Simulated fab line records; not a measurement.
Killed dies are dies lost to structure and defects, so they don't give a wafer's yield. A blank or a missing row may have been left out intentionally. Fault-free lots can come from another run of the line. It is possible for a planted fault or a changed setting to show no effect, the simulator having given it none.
fab line records -- flow rit_cmos
record: lots: 13, wafers: 39, last_day: 7
route steps=202 shown FOX2@26 M1@202
lots that met no fault: from a run of the same line without faults
start_h: hours from the record's first day to the start of the lot's first wafer shown -- wait_h: how many hours have passed since the lot's step before this one -- " as in the row above -- L1.1+2: several wafers, shown together as one row -- - no value present, or no start provided -- * or withheld: withheld -- < > ~ a bound
route shown NAME@n: NAME is a module with steps in the file, n the number in the route of the first one -- usual: mean and standard deviation over wafers with no fault -- same: alike in all rows -- chamber/n: place in a boat -- sites: the reading at each site -- _std_site: the standard deviation of these -- _edge_site: inner sites' mean taken away from outer sites' mean -- radius_mm: for every site, how far away it sits from the centre of the wafer -- mask NAME#n: copy n -- behind: the last tool/chamber to shape the wafer -- hold: cause of the lot's hold/its duration in hours/its outcome -- device: names the non-switching transistor (n, p or np) -- end of line: at the end of the route, the tests of the same wafers -- step lacking rows: just its recipe -- killed: not the wafer's yield, but the dies lost to structure and defects at the first sort -- map: dies across one wafer; x = killed, . = not, _ = none there
set.NAME: setting as actually run; set.NAME@STEP: the setting as run at that earlier step -- model.NAME: the simulator's own value behind a step, which no gauge read
the route's steps for a sample of lots (tables are steps, rows are wafers)
== steps ==
step: RIT_FOX2_WET_ETCH_03
recipe: chemistry: H3PO4, target: Si3N4, target_depth_nm: 195, temp_c: 165, time_s: 2700
usual: bath_guard_temp_C: 165.3/0.31, run_length_s: 2728/3.4
lot.wafer,tool,chamber,start_h,wait_h,bath_guard_temp_C,run_length_s
L980.1,wet_bench-04,1,27.08,0.0,165.1,2727
L980.2,wet_bench-04,1,27.08,0.0,165.2,2727
L980.5,wet_bench-04,1,27.08,0.0,165.2,2727
L981.2,wet_bench-02,2,29.88,0.0,165.5,2727
L981.3,wet_bench-02,2,29.88,0.0,164.7,2727
L981.6,wet_bench-02,2,29.88,0.0,165.3,2727
L982.1,wet_bench-01,3,36.39,0.0,165.0,2725
L982.5,wet_bench-01,3,36.39,0.0,165.3,2725
L982.6,wet_bench-01,3,36.39,0.0,165.6,2725
L983.2,wet_bench-02,0,40.44,0.0,165.0,2723
L983.4,wet_bench-02,0,40.44,0.0,165.4,2723
L983.6,wet_bench-02,0,40.44,0.0,165.2,2723
L984.2,wet_bench-02,3,44.98,0.0,164.8,4486
L984.3,wet_bench-02,3,44.98,0.0,164.9,4486
L984.5,wet_bench-02,3,44.98,0.0,165.3,4486
L993.2,wet_bench-01,1,91.35,0.0,165.7,2728
L993.3,wet_bench-01,1,91.35,0.0,165.7,2728
L993.5,wet_bench-01,1,91.35,0.0,165.7,2728
L994.3,wet_bench-01,2,95.67,0.0,165.4,2726
L994.4,wet_bench-01,2,95.67,0.0,165.4,2726
L994.5,wet_bench-01,2,95.67,0.0,165.5,2726
L995.2,wet_bench-01,1,100.61,0.0,165.4,2727
L995.3,wet_bench-01,1,100.61,0.0,165.5,2727
L995.6,wet_bench-01,1,100.61,0.0,165.5,2727
L996.2,wet_bench-01,2,109.18,0.0,165.3,2734
L996.5,wet_bench-01,2,109.18,0.0,165.6,2734
L996.6,wet_bench-01,2,109.18,0.0,165.3,2734
L997.1,wet_bench-04,3,111.28,0.0,165.2,2726
L997.3,wet_bench-04,3,111.28,0.0,165.3,2726
L997.4,wet_bench-04,3,111.28,0.0,165.2,2726
L999.1,wet_bench-01,0,124.06,0.0,165.1,2725
L999.3,wet_bench-01,0,124.06,0.0,164.8,2725
L999.5,wet_bench-01,0,124.06,0.0,164.9,2725
L101.4,wet_bench-01,1,130.17,0.0,165.4,2726
L101.5,wet_bench-01,1,130.17,0.0,165.8,2726
L101.6,wet_bench-01,1,130.17,0.0,165.0,2726
L102.2,wet_bench-04,0,135.08,0.0,164.5,2734
L102.4,wet_bench-04,0,135.08,0.0,165.2,2734
L102.6,wet_bench-04,0,135.08,0.0,165.1,2734
step: RIT_M1_PROBE_99
usual: killed_at_contacts: 0.1/0.23, killed_at_front_end: 6.7/2.7, killed_dies: 6.7/2.7, killed_open: 3.2/1.8, killed_short: 3.5/1.9
same: gross_dies: 264, killed_at_M0_to_M3: 0, killed_at_M4_up: 0, killed_at_back_side: 0, killed_at_other: 0
lot.wafer,tool,chamber,start_h,wait_h,killed_at_contacts,killed_at_front_end,killed_dies,killed_open,killed_short
L993.2,prober-02,-,134.49,0.1,0,10,10,6,4
L993.3,prober-02,-,134.54,0.2,0,5,5,1,4
L993.5,prober-02,-,134.64,0.2,0,10,10,6,4
L995.2,prober-02,-,143.20,0.1,0,4,4,1,3
L995.3,prober-02,-,143.25,0.2,0,5,5,2,3
L995.6,prober-02,-,143.40,0.2,0,5,5,2,3
killed by level:class
L993.2 REOX:geometric_particle:short=3 REOX:geometric_particle:open=2 SILICIDE:geometric_particle:open=2 GATE:geometric_particle:open=1 SPACER:geometric_particle:short=1 SPACER:geometric_particle:open=1
L993.3 GATE:geometric_particle:short=2 FOX1:geometric_particle:short=1 GATE:geometric_particle:open=1 SILICIDE:geometric_particle:short=1
L993.5 GATE:geometric_particle:open=3 GATE:geometric_particle:short=2 REOX:geometric_particle:open=2 SILICIDE:geometric_particle:short=2 SILICIDE:geometric_particle:open=1
L995.2 GATE:geometric_particle:short=2 FOX2:geometric_particle:short=1 GATE:geometric_particle:open=1
L995.3 FOX1:geometric_particle:short=1 GATE:geometric_particle:short=1 GATE:geometric_particle:open=1 REOX:geometric_particle:short=1 SILICIDE:geometric_particle:open=1
L995.6 GATE:geometric_particle:open=1 GATE:geometric_particle:short=1 SPACER:geometric_particle:short=1 SILICIDE:geometric_particle:open=1 SILICIDE:geometric_particle:short=1
== key ==
first_sign: step: RIT_FOX2_WET_ETCH_03, reading: run_length_s, direction: up, sigmas: 99+, usual: *, struck: *
effect none on later readings
met_at RIT_FOX2_WET_ETCH_03
struck_lots L984
struck_wafers L984.2,L984.3,L984.5
tester_left_out L984
fault: kind: process_parameter_drift, tool: wet_bench-02, chamber: 3, onset_h: 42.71, steps: RIT_FOX2_WET_ETCH_03, channel: time_s, offset: *, shape: step, end_h: 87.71, acts_in: *, stated: *
tester_left_out: of these lots the tester's yield and bins aren't shown, on N5 and GAA mostly nor the transistor test; their killed dies are dies lost to structure and defects alone, not to doping, threshold or leakage, so they don't give the yield
